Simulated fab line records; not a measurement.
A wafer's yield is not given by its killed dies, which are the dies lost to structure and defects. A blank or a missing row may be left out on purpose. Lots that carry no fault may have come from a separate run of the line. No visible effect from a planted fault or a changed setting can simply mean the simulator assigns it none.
2 desks, one fault | flow rit cmos | each desk holds nothing but its own numbers, with what lay behind them at the end

AT THE METROLOGY DESK
Means of the sampled wafers that have a number, per lot and without regard to the tool the lot ran on: this is what the gauges read. Marked OUT: a lot whose mean sits more than 4 standard deviations from the usual mean, which makes it out of limits; the brackets give that distance.
Columns: A = NSD_OVL at RIT_NSD_OVL_MEAS_06, usual -0.4 nm; B = NSD_TW at RIT_NSD_TW_MEAS_10, usual 3134; C = PSD_OVL at RIT_PSD_OVL_MEAS_06, usual -1.2 nm
lot  | first seen here | A    | B    | C
L375 | day 2 23:38     | -3.3 | 3165 | -1.2
L376 | day 3 03:51     | -0.3 | 3173 | -1.7
L381 | day 4 05:26     | -0.6 | 3166 | -0.4
L387 | day 5 15:00     | -0.5 | 3135 | -1.1
L391 | day 6 12:05     | -1.1 | 3156 | -1.3
L395 | day 7 06:17     | 0.2  | 3121 | -0.0
This desk found nothing out of limits on any of the 6 lots.

AT THE TOOL OWNER'S DESK: litho track-02
The tool's own readings at RIT_PSD_COAT_01 (resist thk 1000 nm): means of the sampled wafers that have a number, for each lot that ran on this tool. Marked OUT: a lot whose mean sits more than 4 standard deviations from the usual mean, which makes it out of limits; the brackets give that distance.
Columns: A = dispense pressure kPa at RIT_PSD_COAT_01, usual 52.8 kPa; B = exhaust pa at RIT_PSD_COAT_01, usual 44.8 Pa; C = spin speed rpm at RIT_PSD_COAT_01, usual 3250.0 rpm
lot  | first seen here | A    | B    | C
L381 | day 4 06:10     | 51.2 | 45.4 | 3420.9 (+74) OUT
L387 | day 5 15:43     | 51.2 | 45.6 | 3421.4 (+75) OUT
This desk's finding: out of limits on L381, L387; first on L381, day 4 06:10 (spin speed rpm at RIT_PSD_COAT_01). In limits: none.

TAKEN TOGETHER
At day 4 06:10, on L381, L387, the tool owner's desk was in a position to raise an alarm.
At the metrology desk, nothing out of limits was observed.
The metrology desk has L381, L387 on record, within its limits.
All the named lots went through RIT_PSD_COAT_01 on litho track-02.

WHAT HAD BEEN PUT IN BY THE SIMULATOR
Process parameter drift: litho track-02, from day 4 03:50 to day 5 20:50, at RIT_PSD_COAT_01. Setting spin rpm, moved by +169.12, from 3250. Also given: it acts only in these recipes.
Shown lots that were struck: L381, L387.
How many hours passed from the start of the fault until each desk's first out-of-limits reading: the tool owner's desk, 2.
